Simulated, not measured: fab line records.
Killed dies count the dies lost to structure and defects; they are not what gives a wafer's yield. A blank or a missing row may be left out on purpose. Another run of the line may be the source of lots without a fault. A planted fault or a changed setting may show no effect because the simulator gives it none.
Split-lot experiment    flow rit-cmos    on a route of 202 steps: 5 lots, 23 wafers read

== SPLIT DETAILS ==
At RIT_M1_EXPOSE_06 (exposes mask M12, target cd 2600 nm), the setting dose-mj was moved away from the recipe's 250 on 6 of the 23 wafers read, by -4.0% to -2.8%. For the rest of the wafers, this setting stayed at what the recipe calls for.

== FROM THE SPLIT TO THE READING: what the file shows between them, 6 steps ==
- RIT_M1_PEB_07
- RIT_M1_DEVELOP_08: develop time 68 s
- RIT_M1_CD_MEAS_09: target cd 2600 nm
- RIT_M1_HARDBAKE_11: time 120 s
- RIT_M1_STRIP_13: strips in nmp, time 600 s
- RIT_M1_STRIP_14: strips in O2, time 180 s

== THE READING ==
cd-nm at RIT_M1_CD_MEAS_90, given in nm (cd target 2600 nm). On this fab line, fault-free wafers typically give 2600 nm with a standard deviation of 3.9 nm.

wafer   tool, chamber at the split  dose-mj as run  against the recipe  cd-nm, nm  against lot-mates on the recipe
L074.2  iline-stepper-02, 0         239.9           -4.0%               2614       +12
L074.3  iline-stepper-02, 0         239.9           -4.0%               2612       +10
L074.4  iline-stepper-02, 0         250             recipe              2602       -
L074.5  iline-stepper-02, 0         239.9           -4.0%               2613       +11
L074.6  iline-stepper-02, 0         250             recipe              2602       -
L075.2  iline-stepper-02, 0         242.9           -2.8%               2602       +9
L075.3  iline-stepper-02, 0         250             recipe              2593       -
L075.4  iline-stepper-02, 0         242.9           -2.8%               2607       +14
L075.5  iline-stepper-02, 0         242.9           -2.8%               2605       +12
L075.6  iline-stepper-02, 0         250             recipe              2593       -
L076.1  iline-stepper-02, 0         250             recipe              2600       -
L076.2  iline-stepper-02, 0         250             recipe              2598       -
L076.4  iline-stepper-02, 0         250             recipe              2594       -
L076.5  iline-stepper-02, 0         250             recipe              2599       -
L076.6  iline-stepper-02, 0         250             recipe              2594       -
L077.2  iline-stepper-01, 0         250             recipe              2597       -
L077.3  iline-stepper-01, 0         250             recipe              2600       -
L077.4  iline-stepper-01, 0         250             recipe              2599       -
L077.5  iline-stepper-01, 0         250             recipe              2601       -
L077.6  iline-stepper-01, 0         250             recipe              2599       -
L082.1  iline-stepper-02, 0         250             recipe              2599       -
L082.4  iline-stepper-02, 0         250             recipe              2601       -
L082.5  iline-stepper-02, 0         250             recipe              2602       -

THE FIT
A straight line over all 23 wafers: cd-nm changes by -3.18 nm for each +1% of dose-mj; r = -0.85; the points scatter about the line by 3.1 nm.
The same after taking each lot's own level away (the mean of its wafers on the recipe; 23 wafers): -3.14 nm for each +1%; r = -0.93; scatter 2.1 nm.
The reading moves by 13 nm for the largest change in dose-mj, on that fit.
From 2593.0 to 2602.0 nm: that is the span of the lots' own levels, equal to 2.3 times the standard deviation above.
So the lot-to-lot level changes the slope little: the two slopes agree.
Check: +13.1 nm against its lot-mates is what the line predicts for one of the wafers moved furthest among these (-4.0%) when that wafer is left out of the fit. It came out at +12 nm against them.

== FURTHER SPLITS ON THESE WAFERS ==
Note: prior to the reading, these wafers also went through further splits. Each is held against what the fit with the lots' levels taken away leaves over:
other split on the same wafers         wafers away from the commonest value  r with cd-nm (lot level and that fit taken away)
RIT_PSD_IMPLANT_08 dose-cm2            6                                     +0.35
RIT_CONTACT_DEVELOP_07 develop-time-s  9                                     +0.18

== THE WHOLE CHAIN: every reading that the file lists as answering this split, in the file's order ==
step               what it does       reading  change (the file's fit)               r (the file's)
RIT_M1_CD_MEAS_09  target cd 2600 nm  cd-nm    -2.69 nm for each +1% of the setting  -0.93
RIT_M1_CD_MEAS_90  target cd 2600 nm  cd-nm    -3.13 nm for each +1% of the setting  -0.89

== THE FILE'S OWN FIT ==
cd-nm changes by -3.13 nm for each +1% of dose-mj, r = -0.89.
